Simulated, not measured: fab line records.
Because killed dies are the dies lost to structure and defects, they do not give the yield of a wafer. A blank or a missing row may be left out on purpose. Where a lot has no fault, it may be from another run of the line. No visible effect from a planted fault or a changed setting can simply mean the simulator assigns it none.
Struck lot and sound lot, side by side | flow rit cmos | 15 out of 202 route steps
Sound: these wafers, L973.1, L973.4, L973.6. The struck wafers were L987.1, L987.4, L987.6. Last of all comes the cause.
Order at every step that has rows: each side's tool, ch and its chambers, its first start. Under that, the readings that differ: sound wafers | struck wafers | difference of the means | sigmas: that difference in standard deviations of wafers without a fault.
alike: readings with means less than 2 such deviations apart, plus words and numbers identical on both sides. not compared: withheld readings, readings lacking a value on some wafer, bounds such as >300 that could conceal the same value, and numbers that have no deviation in the record and whose values overlap.
The two part at a step that has a row with sigmas, a row that says differs or no value, or rows on one side only. Non-overlapping numbers with no deviation appear without sigmas and do not part them. Lack of a reading on every wafer of one side parts them only where that side has two or more wafers.

first, 1 step without rows for these wafers: RIT_GATE_CVD_08 (deposits poly-Si from SiH4, target thk 250 nm, time 2220 s).
RIT_GATE_THK_MEAS_09:
  sound on film metro-02, day 2 19:59; struck on film metro-01, day 5 16:56
  reading            | sound             | struck            | difference | sigmas
  GATE_POLY_THK (nm) | 249.0 247.2 245.7 | 256.0 253.2 254.0 | +7.1       | +3
then, 6 steps without rows for these wafers: RIT_GATE_HMDS_10 (prime time 60 s); RIT_GATE_COAT_11 (resist thk 850 nm); RIT_GATE_SOFTBAKE_12 (time 60 s); RIT_GATE_EXPOSE_13 (exposes mask M6, target cd 150 nm); RIT_GATE_PEB_14; RIT_GATE_DEVELOP_15 (develop time 50 s).
RIT_GATE_CD_MEAS_16: target cd 150 nm.
  sound on cd sem-02, day 2 21:01; struck on cd sem-02, day 5 17:50
  alike: cd nm
RIT_GATE_OVL_MEAS_17:
  sound on overlay-01, day 2 21:08; struck on overlay-01, day 5 17:58
  alike: GATE_OVL
then, 1 step without rows for these wafers: RIT_GATE_HARDBAKE_18 (time 60 s).
RIT_GATE_ETCH_19: etches poly-Si in SF6/CHF3/O2, stops on SiO2, time 165 s, target depth 312.5 nm.
  sound on rie si-01 ch 1,2,3, day 2 21:19; struck on rie si-01 ch 0,2,3, day 5 18:09
  alike: drypump motor current A, oes product au, rf fwd power W, throttle valve pct
  not compared: rf hours counter h
RIT_GATE_STRIP_20: strips in O2, time 180 s.
  sound on plasma asher-02 ch 0,1, day 2 21:26; struck on plasma asher-02 ch 0,1, day 5 18:16
  no value came back on the struck wafers for chamber pressure mTorr (mTorr), drypump motor current A (A), rf refl power W (W); on the sound wafers chamber pressure mTorr (mTorr) reads 3999 3996 3997
  reading                                   | sound | struck            | difference | sigmas
  model.NOVOLAK_of_GATE_COAT_11.thk nm (nm) | 0 0 0 | 667.1 669.5 668.5 | +668.4     |
  not compared: rf hours counter h
RIT_GATE_CD_MEAS_90: target cd 150 nm.
  sound on cd sem-01, day 2 21:36; struck on cd sem-01, day 5 18:26
  alike: cd nm
RIT_M1_PROBE_99:
  only the struck wafers here have rows in the record (prober-01, day 6 15:25); the sound ones have none

WHERE THEY PART
At RIT_GATE_THK_MEAS_09 first; at RIT_M1_PROBE_99 last (within this record only).

WHY: what had been put in by the simulator
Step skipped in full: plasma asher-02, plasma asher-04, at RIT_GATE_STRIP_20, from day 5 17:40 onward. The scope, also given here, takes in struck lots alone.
